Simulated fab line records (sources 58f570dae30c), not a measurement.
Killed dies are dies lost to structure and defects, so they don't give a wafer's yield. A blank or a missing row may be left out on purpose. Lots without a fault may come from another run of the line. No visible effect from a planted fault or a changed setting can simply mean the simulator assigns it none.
Struck lot and sound lot, side by side ; flow berkeley_cmos170 ; 17 out of 331 route steps
Sound: the wafers L733.1, L733.3, L733.6. Struck: wafers L739.1, L739.4, L739.6. Last of all comes the cause.
At each step with rows: each side's tool, then ch and its chambers, then its first start. Under that, the readings that differ: sound wafers ; struck wafers ; difference of the means ; sigmas: that difference in standard deviations of wafers without a fault.
alike: words and numbers the same on both sides, and readings whose means are apart by under 2 such deviations; not compared: readings that were withheld, readings missing a value for some wafer, numbers with overlapping values and no deviation given by the record, and bounds like >300 which may hide the same value.
A row with sigmas, a row that says differs or no value, or rows on one side alone: a step with any of these is where the two part. Numbers that have no deviation but don't overlap get no sigmas and don't part them. Lack of a reading on every wafer of one side parts them only where that side has two or more wafers.

UCB170_SDANNEAL_RS_MEAS_04: a four-point-probe measurement.
  sound on film_metro-02 at day 8 20:27; struck on film_metro-03 at day 9 21:50
  alike: PLDD_RS
UCB170_SDANNEAL_RS_MEAS_05: a four-point-probe measurement.
  sound on film_metro-02 at day 8 20:34; struck on film_metro-03 at day 9 21:57
  alike: NLDD_RS
then, 1 step without rows for these wafers: UCB170_SILICIDE_PRE_CLEAN_00 (preclean etch time 60 s).
UCB170_SILICIDE_SPUTTER_01: material Ti, target thk 30 nm, time 25 s.
  sound on pvd_sputter-02 at day 8 20:45; struck on pvd_sputter-02 at day 9 22:08
  alike: throttle_valve_pct
UCB170_SILICIDE_RS_MEAS_02: a four-point-probe measurement.
  sound on film_metro-04 at day 8 20:47; struck on film_metro-04 at day 9 22:10
  alike: SILICIDE_TI_RS
UCB170_SILICIDE_THK_MEAS_03: measures by xrf.
  sound on film_metro-04 at day 8 20:54; struck on film_metro-04 at day 9 22:17
  alike: SILICIDE_TI_THK
UCB170_SILICIDE_RTA_04: time 15 s.
  sound on rtp_anneal-02 ch 0, day 8 20:58; struck on rtp_anneal-02 ch 0, day 9 22:20
  alike: lamp_power_pct, wafer_temp_C_max
then, 3 steps without rows for these wafers: UCB170_SILICIDE_WET_ETCH_05 (etches Ti in SPM, time 45 s); UCB170_CONTACT_CLEAN_00 (cleans in SPM, time 600 s); UCB170_CONTACT_CVD_01 (deposits PSG from SiH4/O2/PH3, target thk 700 nm, time 2820 s).
UCB170_CONTACT_THK_MEAS_02:
  sound on film_metro-04 at day 8 23:56; struck on film_metro-04 at day 10 00:24
  alike: CONTACT_PSG_THK
then, 1 step without rows for these wafers: UCB170_CONTACT_HMDS_03 (prime time 60 s).
UCB170_CONTACT_COAT_04: resist thk 900 nm.
  sound on litho_track-04 ch 0, day 9 00:08; struck on litho_track-04 ch 0, day 10 00:37
reading;sound;struck;difference;sigmas
model.KrF_of_CONTACT_COAT_04.thk_nm (nm);900.2 905.7 902;930.8 932.9 931.4;+29.1;
  alike: chill_plate_temp_C
then, 1 step without rows for these wafers: UCB170_CONTACT_SOFTBAKE_05 (time 60 s).
UCB170_CONTACT_STRIP_06: strips in O2.
  sound on plasma_asher-03 ch 1, day 9 00:26; struck on plasma_asher-03 ch 1, day 10 00:55
reading;sound;struck;difference;sigmas
strip_time_to_endpoint_s (s);21.98 22.10 22.01;22.70 22.76 22.70;+0.69;+12
  alike: drypump_motor_current_A, o2_flow_sccm, oes_product_au
  not compared: rf_hours_counter_h
then, 1 step without rows for these wafers: UCB170_CONTACT_CLEAN_07 (cleans in SPM, time 600 s).
UCB170_M3_PROBE_99:
  the record has rows for the sound wafers here (prober-02, day 9 16:17) and none for the struck ones

## WHERE THEY PART
Last at UCB170_M3_PROBE_99 as far as this record goes, first at UCB170_CONTACT_STRIP_06.

WHY: what had been put in by the simulator
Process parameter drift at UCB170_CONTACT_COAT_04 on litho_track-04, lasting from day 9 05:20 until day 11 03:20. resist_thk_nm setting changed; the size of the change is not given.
